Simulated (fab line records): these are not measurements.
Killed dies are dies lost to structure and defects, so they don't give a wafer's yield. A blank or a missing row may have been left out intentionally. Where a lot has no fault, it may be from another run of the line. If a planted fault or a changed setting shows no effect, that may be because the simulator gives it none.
fab line records    flow rit_cmos
record lots=7  wafers=21  last_day=7
route steps=202 shown SILICIDE@161 CONTACT@168 M1@202
lots with no fault: from the same line, run without faults
start_h: start of the lot's first displayed wafer, in hours after the record's first day    wait_h: hours since the lot's step before    " identical to the entry in the row above    L1.1+2: a row that stands for several wafers    - no value, or no start given    * or withheld: withheld    < > ~ a bound
route shown NAME@n: a module of which the file shows steps, and the number in the route of the first    usual: mean/standard deviation taken from wafers without a fault    same: alike in all rows    chamber/n: place in a boat    sites: readings site by site    _std_site: the standard deviation of these    _edge_site: inner sites' mean taken away from outer sites' mean    radius_mm: how far each site lies from the wafer's centre    mask NAME#n: copy n    behind: the tool/chamber that last shaped the wafer    hold: cause of the lot's hold/its duration in hours/its outcome    device: names the non-switching transistor (n, p or np)    end of line: the same wafers' tests at the end of the route    a step without rows: its recipe alone    killed: not the wafer's yield, but the dies lost to structure and defects at the first sort    map: a wafer's dies, x killed, . not, _ none there
set.NAME: the setting as run; set.NAME@STEP: as run at that earlier step    model.NAME: the simulator's own value behind a step, which no gauge read
lots at some steps of the route; a table a step, a row a wafer
services: the hour from which a tool's chamber was out of use, counted from the record's first day as start_h (under 0 if before that day), plus the number of hours and why
## steps
# step RIT_SILICIDE_WET_ETCH_00
# recipe chemistry=BOE  target=SiO2  target_depth_nm=14  time_s=15  dry=n2_spin  dilution=10:1  temp_c=21.5
# step RIT_SILICIDE_SPUTTER_01
# recipe material=Ti  target_thk_nm=30  power_w=350  chamber_pressure_pa=0.667  gas=Ar  time_s=240  substrate_temp_c=25
# usual throttle_valve_pct=30.0/0.94
lot.wafer  tool            chamber  start_h  wait_h  throttle_valve_pct
L322.1     pvd_sputter-04  -        52.46    0.0     30.1
L322.3     "               -        "        "       28.9
L322.5     "               -        "        "       29.9
L327.1     pvd_sputter-04  -        75.80    0.0     30.9
L327.5     "               -        "        "       30.4
L327.6     "               -        "        "       31.1
L333.2     pvd_sputter-04  -        108.09   0.0     30.9
L333.3     "               -        "        "       28.7
L333.6     "               -        "        "       30.1
L334.2     pvd_sputter-02  -        111.78   0.0     31.6
L334.3     "               -        "        "       30.3
L334.4     "               -        "        "       28.9
L335.2     pvd_sputter-04  -        116.24   0.0     29.1
L335.5     "               -        "        "       29.0
L335.6     "               -        "        "       30.5
L337.3     pvd_sputter-01  -        125.54   0.0     29.5
L337.5     "               -        "        "       28.7
L337.6     "               -        "        "       31.1
L343.1     pvd_sputter-04  -        155.14   0.0     31.4
L343.2     "               -        "        "       28.9
L343.6     "               -        "        "       31.0
# step RIT_SILICIDE_RS_MEAS_02
# recipe thk_meas_gauge=four-point-probe  reads=Ti_of_SILICIDE_SPUTTER_01
# usual SILICIDE_TI_RS=48.0/0.64
lot.wafer  tool           chamber  start_h  wait_h  SILICIDE_TI_RS[ohm/sq]
L322.1     film_metro-01  -        52.63    0.1     48.1
L322.3     "              -        "        "       48.7
L322.5     "              -        "        "       48.3
L327.1     film_metro-02  -        75.95    0.1     48.0
L327.5     "              -        "        "       47.7
L327.6     "              -        "        "       47.4
L333.2     film_metro-01  -        108.26   0.1     48.3
L333.3     "              -        "        "       47.8
L333.6     "              -        "        "       48.0
L334.2     film_metro-02  -        111.95   0.1     47.6
L334.3     "              -        "        "       48.1
L334.4     "              -        "        "       47.9
L335.2     film_metro-01  -        116.41   0.1     49.2
L335.5     "              -        "        "       49.0
L335.6     "              -        "        "       48.7
L337.3     film_metro-01  -        125.73   0.1     47.1
L337.5     "              -        "        "       47.3
L337.6     "              -        "        "       47.6
L343.1     film_metro-02  -        155.29   0.1     48.2
L343.2     "              -        "        "       48.1
L343.6     "              -        "        "       48.0
# step RIT_SILICIDE_THK_MEAS_03
# recipe thk_meas_gauge=xrf  reads=Ti_of_SILICIDE_SPUTTER_01
# usual SILICIDE_TI_THK=29.8/0.34
lot.wafer  tool           chamber  start_h  wait_h  SILICIDE_TI_THK[nm]
L322.1     film_metro-01  -        52.75    0.1     29.7
L322.3     "              -        "        "       29.4
L322.5     "              -        "        "       29.8
L327.1     film_metro-02  -        76.07    0.1     29.8
L327.5     "              -        "        "       30.0
L327.6     "              -        "        "       30.2
L333.2     film_metro-01  -        108.37   0.1     29.8
L333.3     "              -        "        "       30.2
L333.6     "              -        "        "       30.1
L334.2     film_metro-02  -        112.06   0.1     30.1
L334.3     "              -        "        "       29.8
L334.4     "              -        "        "       29.8
L335.2     film_metro-01  -        116.52   0.1     29.4
L335.5     "              -        "        "       29.5
L335.6     "              -        "        "       29.5
L337.3     film_metro-01  -        125.83   0.1     30.2
L337.5     "              -        "        "       30.2
L337.6     "              -        "        "       30.1
L343.1     film_metro-02  -        155.41   0.1     29.6
L343.2     "              -        "        "       29.7
L343.6     "              -        "        "       29.8
# step RIT_SILICIDE_RTA_04
# recipe temp_c=650  time_s=10  idle_temp_c=25  ramp_up_s=5  ramp_down_s=5  cool_to_c=25  ambient=N2
# usual wafer_temp_C_max=653.3/0.63
lot.wafer  tool           chamber  start_h  wait_h  wafer_temp_C_max
L322.1     rtp_anneal-02  0        52.81    0.1     652.9
L322.3     "              0        "        "       652.8
L322.5     "              0        "        "       653.7
L327.1     rtp_anneal-01  0        76.13    0.1     653.5
L327.5     "              0        "        "       653.0
L327.6     "              0        "        "       654.3
L333.2     rtp_anneal-01  0        108.44   0.1     652.6
L333.3     "              0        "        "       652.7
L333.6     "              0        "        "       653.4
L334.2     rtp_anneal-02  0        112.12   0.1     652.4
L334.3     "              0        "        "       654.0
L334.4     "              0        "        "       652.8
L335.2     rtp_anneal-01  0        116.59   0.1     653.7
L335.5     "              0        "        "       653.1
L335.6     "              0        "        "       652.8
L337.3     rtp_anneal-01  0        125.89   0.1     653.1
L337.5     "              0        "        "       654.0
L337.6     "              0        "        "       653.9
L343.1     rtp_anneal-01  0        155.47   0.1     653.4
L343.2     "              0        "        "       653.4
L343.6     "              0        "        "       653.0
# step RIT_SILICIDE_WET_ETCH_05
# recipe chemistry=SPM  target=Ti  temp_c=90  time_s=120  dry=n2_spin
# step RIT_SILICIDE_RTA_06
# recipe temp_c=750  time_s=10  idle_temp_c=25  ramp_up_s=5  ramp_down_s=10  cool_to_c=25  ambient=N2
# usual wafer_temp_C_max=753.8/0.79
lot.wafer  tool           chamber  start_h  wait_h  wafer_temp_C_max
L322.1     rtp_anneal-01  0        52.92    0.0     754.8
L322.3     "              0        "        "       752.9
L322.5     "              0        "        "       753.7
L327.1     rtp_anneal-02  0        76.25    0.0     753.6
L327.5     "              0        "        "       752.9
L327.6     "              0        "        "       753.7
L333.2     rtp_anneal-02  0        108.61   0.0     753.2
L333.3     "              0        "        "       751.9
L333.6     "              0        "        "       753.7
L334.2     rtp_anneal-01  0        112.24   0.0     753.4
L334.3     "              0        "        "       753.6
L334.4     "              0        "        "       754.5
L335.2     rtp_anneal-02  0        116.70   0.0     753.9
L335.5     "              0        "        "       751.6
L335.6     "              0        "        "       753.0
L337.3     rtp_anneal-02  0        126.00   0.0     754.9
L337.5     "              0        "        "       754.1
L337.6     "              0        "        "       752.7
L343.1     rtp_anneal-02  0        155.58   0.0     753.4
L343.2     "              0        "        "       753.9
L343.6     "              0        "        "       753.1
# step RIT_CONTACT_CVD_00
# recipe material=SiO2  target_thk_nm=400  precursor=TEOS  temp_c=390  time_s=61  rf_w=400
# usual heater_power_w=291/46
lot.wafer  tool      chamber  start_h  wait_h  heater_power_w
L322.1     pecvd-04  2        52.98    0.1     346
L322.3     "         1        "        "       304
L322.5     "         1        "        "       314
L327.1     pecvd-02  1        76.31    0.1     241
L327.5     "         0        "        "       244
L327.6     "         2        "        "       234
L333.2     pecvd-03  2        108.66   0.0     332
L333.3     "         1        "        "       352
L333.6     "         2        "        "       357
L334.2     pecvd-04  2        112.35   0.1     318
L334.3     "         0        "        "       245
L334.4     "         0        "        "       255
L335.2     pecvd-02  0        116.75   0.0     267
L335.5     "         0        "        "       273
L335.6     "         1        "        "       238
L337.3     pecvd-04  1        126.04   0.0     262
L337.5     "         1        "        "       283
L337.6     "         0        "        "       229
L343.1     pecvd-04  2        155.65   0.1     333
L343.2     "         0        "        "       256
L343.6     "         0        "        "       262
# step RIT_CONTACT_THK_MEAS_01
# recipe reads=SiO2_of_CONTACT_CVD_00
# usual CONTACT_TEOS_THK=399/4.2
lot.wafer  tool           chamber  start_h  wait_h  CONTACT_TEOS_THK[nm]
L322.1     film_metro-02  -        53.03    0.0     399
L322.3     "              -        "        "       400
L322.5     "              -        "        "       401
L327.1     film_metro-01  -        76.36    0.0     396
L327.5     "              -        "        "       404
L327.6     "              -        "        "       399
L333.2     film_metro-01  -        108.72   0.0     390
L333.3     "              -        "        "       397
L333.6     "              -        "        "       401
L334.2     film_metro-02  -        112.41   0.0     400
L334.3     "              -        "        "       395
L334.4     "              -        "        "       406
L335.2     film_metro-04  -        116.81   0.0     400
L335.5     "              -        "        "       402
L335.6     "              -        "        "       405
L337.3     film_metro-02  -        126.11   0.0     392
L337.5     "              -        "        "       398
L337.6     "              -        "        "       394
L343.1     film_metro-04  -        155.70   0.0     393
L343.2     "              -        "        "       396
L343.6     "              -        "        "       402
# step RIT_CONTACT_HMDS_02
# recipe prime_time_s=60  prime_temp_c=140
# step RIT_CONTACT_COAT_03
# recipe resist=NOVOLAK  spin_rpm=3250  resist_thk_nm=1000
# step RIT_CONTACT_SOFTBAKE_04
# recipe resist=NOVOLAK  temp_c=90  time_s=60
# step RIT_CONTACT_EXPOSE_05
# recipe mask_id=M11  na=0.6  source_shape=conventional  sigma_outer=0.5  target_cd_nm=1000  dose_mj=250
# usual exposure_dose_mJ_cm2=249.98/0.24
lot.wafer  tool              chamber  start_h  wait_h  mask   exposure_dose_mJ_cm2  model.CONTACT.overlay_x_nm
L322.1     iline_stepper-02  0        53.54    0.1     M11#0  249.81                -1.618
L322.3     "                 0        "        "       M11#0  250.10                -1.618
L322.5     "                 0        "        "       M11#0  249.90                -1.618
L327.1     iline_stepper-01  0        76.87    0.1     M11#0  249.73                2.692
L327.5     "                 0        "        "       M11#0  249.78                2.692
L327.6     "                 0        "        "       M11#0  250.01                2.692
L333.2     iline_stepper-02  0        109.38   0.2     M11#0  250.12                -148.1
L333.3     "                 0        "        "       M11#0  250.07                -148.1
L333.6     "                 0        "        "       M11#0  249.83                -148.1
L334.2     iline_stepper-02  0        112.93   0.1     M11#0  249.70                -151.1
L334.3     "                 0        "        "       M11#0  249.71                -151.1
L334.4     "                 0        "        "       M11#0  249.81                -151.1
L335.2     iline_stepper-02  0        117.39   0.1     M11#0  249.90                -148.6
L335.5     "                 0        "        "       M11#0  249.75                -148.6
L335.6     "                 0        "        "       M11#0  250.06                -148.6
L337.3     iline_stepper-01  0        126.77   0.2     M11#0  250.10                -0.4971
L337.5     "                 0        "        "       M11#0  250.07                -0.4971
L337.6     "                 0        "        "       M11#0  249.96                -0.4971
L343.1     iline_stepper-01  0        156.21   0.1     M11#0  250.26                -2.038
L343.2     "                 0        "        "       M11#0  249.84                -2.038
L343.6     "                 0        "        "       M11#0  249.86                -2.038
# step RIT_CONTACT_PEB_06
# recipe resist=NOVOLAK  temp_c=withheld  time_s=withheld
# step RIT_CONTACT_DEVELOP_07
# recipe resist=NOVOLAK  develop_time_s=120  dev_temp_c=23
# step RIT_CONTACT_CD_MEAS_08
# recipe target_cd_nm=1000
# usual cd_nm=1000.1/1.9
lot.wafer  tool       chamber  start_h  wait_h  cd_nm
L322.1     cd_sem-02  -        54.06    -       1000.6
L322.3     "          -        "        "       999.3
L322.5     "          -        "        "       1001.4
L327.1     cd_sem-02  -        77.39    -       1005.9
L327.5     "          -        "        "       1005.7
L327.6     "          -        "        "       1003.5
L333.2     cd_sem-02  -        109.90   -       1001.3
L333.3     "          -        "        "       999.8
L333.6     "          -        "        "       998.9
L334.2     cd_sem-01  -        113.45   -       1001.3
L334.3     "          -        "        "       1001.6
L334.4     "          -        "        "       1004.5
L335.2     cd_sem-02  -        117.91   -       1000.8
L335.5     "          -        "        "       999.4
L335.6     "          -        "        "       999.6
L337.3     cd_sem-02  -        127.29   -       1000.6
L337.5     "          -        "        "       999.9
L337.6     "          -        "        "       1000.0
L343.1     cd_sem-01  -        156.73   -       999.1
L343.2     "          -        "        "       1000.5
L343.6     "          -        "        "       998.5
# step RIT_CONTACT_OVL_MEAS_09
# usual CONTACT_OVL=-0.5/1.5
lot.wafer  tool        chamber  start_h  wait_h  CONTACT_OVL[nm]
L322.1     overlay-01  -        54.18    0.1     -1.2
L322.3     "           -        "        "       -2.3
L322.5     "           -        "        "       0.1
L327.1     overlay-01  -        77.51    0.1     0.2
L327.5     "           -        "        "       0.8
L327.6     "           -        "        "       2.1
L333.2     overlay-01  -        110.01   0.1     -150.7
L333.3     "           -        "        "       -150.8
L333.6     "           -        "        "       -151.0
L334.2     overlay-01  -        113.56   0.1     -153.4
L334.3     "           -        "        "       -153.6
L334.4     "           -        "        "       -152.1
L335.2     overlay-02  -        118.01   0.1     -151.1
L335.5     "           -        "        "       -150.2
L335.6     "           -        "        "       -149.2
L337.3     overlay-01  -        127.38   0.1     -0.6
L337.5     "           -        "        "       -1.1
L337.6     "           -        "        "       0.9
L343.1     overlay-02  -        156.85   0.1     -2.1
L343.2     "           -        "        "       -0.1
L343.6     "           -        "        "       -1.4
# step RIT_CONTACT_HARDBAKE_10
# recipe resist=NOVOLAK  temp_c=140  time_s=60
# step RIT_M1_PROBE_99
# usual killed_at_M0_to_M3=0.0/0.083  killed_at_contacts=0.1/0.24  killed_at_front_end=7/3.1  killed_dies=7/3.1  killed_open=3.3/2  killed_short=3.4/2.1
# same gross_dies=264  killed_at_M4_up=0  killed_at_back_side=0  killed_at_other=0
lot.wafer  tool       chamber  start_h  wait_h  killed_at_M0_to_M3  killed_at_contacts  killed_at_front_end  killed_dies  killed_open  killed_short  model.etest.contact_to_gate.bv_right_v  model.etest.contact_to_gate.bv_left_v
L322.1     prober-01  -        60.73    0.1     0                   0                   6                    6            3            3             90.6                                    87.69
L322.3     prober-01  -        60.83    0.2     1                   0                   4                    5            2            3             91.97                                   89.6
L322.5     prober-01  -        60.93    0.2     0                   0                   4                    4            3            1             88.34                                   89.69
L327.1     prober-02  -        82.76    0.1     0                   0                   10                   10           4            6             87.2                                    90.76
L327.5     prober-02  -        82.96    0.2     0                   0                   7                    7            4            3             87.83                                   92.9
L327.6     prober-02  -        83.01    0.2     0                   0                   14                   14           8            6             85.47                                   93
L333.2     prober-01  -        115.47   0.1     0                   0                   3                    3            3            0             165                                     14.45
L333.3     prober-01  -        115.52   0.2     0                   1                   5                    6            4            2             162.4                                   14.95
L333.6     prober-01  -        115.67   0.2     0                   0                   10                   10           6            4             164                                     15.94
L334.2     prober-02  -        119.21   0.1     0                   0                   5                    5            3            2             166.5                                   14.7
L334.3     prober-02  -        119.26   0.2     0                   0                   6                    6            3            3             165.2                                   14.93
L334.4     prober-02  -        119.31   0.2     0                   0                   6                    6            4            2             167.5                                   10.75
L335.2     prober-01  -        123.72   0.1     0                   0                   6                    6            2            4             164.8                                   13.78
L335.5     prober-01  -        123.87   0.2     0                   0                   2                    2            1            1             164.8                                   16.82
L335.6     prober-01  -        123.92   0.2     0                   0                   6                    6            3            3             162.9                                   15.96
L337.3     prober-01  -        132.74   0.2     0                   0                   8                    8            3            5             93.62                                   93.75
L337.5     prober-01  -        132.84   0.2     0                   0                   8                    8            6            2             94.16                                   89.96
L337.6     prober-01  -        132.89   0.2     0                   0                   9                    9            6            3             91.2                                    91.62
L343.1     prober-01  -        162.04   0.1     0                   0                   3                    3            2            1             88.83                                   90.21
L343.2     prober-01  -        162.09   0.1     0                   0                   6                    6            5            1             90.49                                   91
L343.6     prober-01  -        162.29   0.2     0                   0                   10                   10           4            6             91.89                                   92.15
# killed by level:class
L322.1 GATE:geometric_particle:short=2 FOX1:geometric_particle:open=1 GATE:geometric_particle:open=1 SPACER:geometric_particle:short=1 SPACER:geometric_particle:open=1
L322.3 REOX:geometric_particle:short=1 SPACER:geometric_particle:short=1 SPACER:geometric_particle:open=1 SILICIDE:geometric_particle:open=1 M1:geometric_particle:short=1
L322.5 GATE:geometric_particle:open=2 GATE:geometric_particle:short=1 FOX2:geometric_particle:open=1
L327.1 FOX2:geometric_particle:short=3 FOX1:geometric_particle:open=1 FOX2:geometric_particle:open=1 GATE:geometric_particle:short=1 REOX:geometric_particle:open=1 SPACER:geometric_particle:short=1 SPACER:geometric_particle:open=1 SILICIDE:geometric_particle:short=1
L327.5 FOX1:geometric_particle:short=2 REOX:geometric_particle:open=2 FOX1:geometric_particle:open=1 GATE:geometric_particle:short=1 SPACER:geometric_particle:open=1
L327.6 FOX1:geometric_particle:short=2 GATE:geometric_particle:open=2 SPACER:geometric_particle:open=2 SILICIDE:geometric_particle:open=2 FOX1:geometric_particle:open=1 FOX2:geometric_particle:short=1 FOX2:geometric_particle:open=1 GATE:geometric_particle:short=1
L333.2 REOX:geometric_particle:open=2 GATE:geometric_particle:open=1
L333.3 REOX:geometric_particle:open=2 FOX1:geometric_particle:open=1 GATE:geometric_particle:open=1 GATE:geometric_particle:short=1 CONTACT:geometric_particle:short=1
L333.6 REOX:geometric_particle:open=3 FOX1:geometric_particle:open=2 GATE:geometric_particle:short=2 FOX1:geometric_particle:short=1 GATE:geometric_particle:open=1 REOX:geometric_particle:short=1
L334.2 GATE:geometric_particle:open=2 GATE:geometric_particle:short=1 SILICIDE:geometric_particle:open=1 STARTING-WAFER:geometric_particle:short=1
L334.3 GATE:geometric_particle:open=3 FOX1:geometric_particle:short=1 FOX2:geometric_particle:short=1 SPACER:geometric_particle:short=1
L334.4 GATE:geometric_particle:short=2 GATE:geometric_particle:open=2 SPACER:geometric_particle:open=2
L335.2 GATE:geometric_particle:short=3 GATE:geometric_particle:open=2 SPACER:geometric_particle:short=1
L335.5 FOX2:geometric_particle:open=1 SPACER:geometric_particle:short=1
L335.6 GATE:geometric_particle:short=2 GATE:geometric_particle:open=2 REOX:geometric_particle:short=1 SILICIDE:geometric_particle:open=1
L337.3 GATE:geometric_particle:short=3 REOX:geometric_particle:short=2 FOX1:geometric_particle:open=1 GATE:geometric_particle:open=1 SILICIDE:geometric_particle:open=1
L337.5 GATE:geometric_particle:open=4 GATE:geometric_particle:short=2 REOX:geometric_particle:open=2
L337.6 GATE:geometric_particle:open=4 GATE:geometric_particle:short=2 FOX2:geometric_particle:short=1 REOX:geometric_particle:open=1 SPACER:geometric_particle:open=1
L343.1 GATE:geometric_particle:open=1 REOX:geometric_particle:open=1 SILICIDE:geometric_particle:short=1
L343.2 FOX1:geometric_particle:open=2 FOX1:geometric_particle:short=1 FOX2:geometric_particle:open=1 GATE:geometric_particle:open=1 REOX:geometric_particle:open=1
L343.6 GATE:geometric_particle:short=3 FOX1:geometric_particle:short=2 GATE:geometric_particle:open=2 FOX2:geometric_particle:open=1 REOX:geometric_particle:open=1 REOX:geometric_particle:short=1
## services
tool              chamber  start_h  hours  kind
pvd_sputter-04    -        33.28    5.9    repair
pecvd-04          -        57.33    1.1    repair
pecvd-03          2        67.45    14.0   repair
pecvd-03          -        79.46    1.1    repair
iline_stepper-02  -        81.00    2.1    pm
pvd_sputter-04    -        81.90    1.2    repair
pecvd-03          1        82.19    6.5    repair
iline_stepper-02  -        83.08    -      consumable_replace:lamp
pvd_sputter-04    -        92.86    1.8    repair
pecvd-04          -        98.63    1.9    repair
pecvd-02          -        100.54   14.6   pm
pvd_sputter-04    -        122.62   1.2    repair
rtp_anneal-02     -        131.24   2.6    pm
## key
first_sign step=RIT_CONTACT_OVL_MEAS_09  reading=CONTACT_OVL  direction=down  sigmas=99+  usual=-0.5  struck=-151.3
effect none on later readings
model_effect step=RIT_CONTACT_EXPOSE_05  value=CONTACT.overlay_x_nm  without=0.7447  struck=-149.3
model_effect step=RIT_M1_PROBE_99  value=etest.contact_to_gate.bv_right_v  without=89.78  struck=164.8
met_at RIT_CONTACT_EXPOSE_05
struck_wafers L333.2,L333.3,L333.6,L334.2,L334.3,L334.4,L335.2,L335.5,L335.6
tester_left_out L333,L334,L335
onset_between 53.54 109.38
fault kind=scanner_matching_overlay  tool=iline_stepper-02  chamber=-  onset_h=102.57  steps=RIT_CONTACT_EXPOSE_05  offset=-150
# tester_left_out: of these lots the tester's yield and bins aren't shown, on N5 and GAA mostly nor the transistor test; their killed dies are dies lost to structure and defects alone, not to doping, threshold or leakage, so they don't give the yield
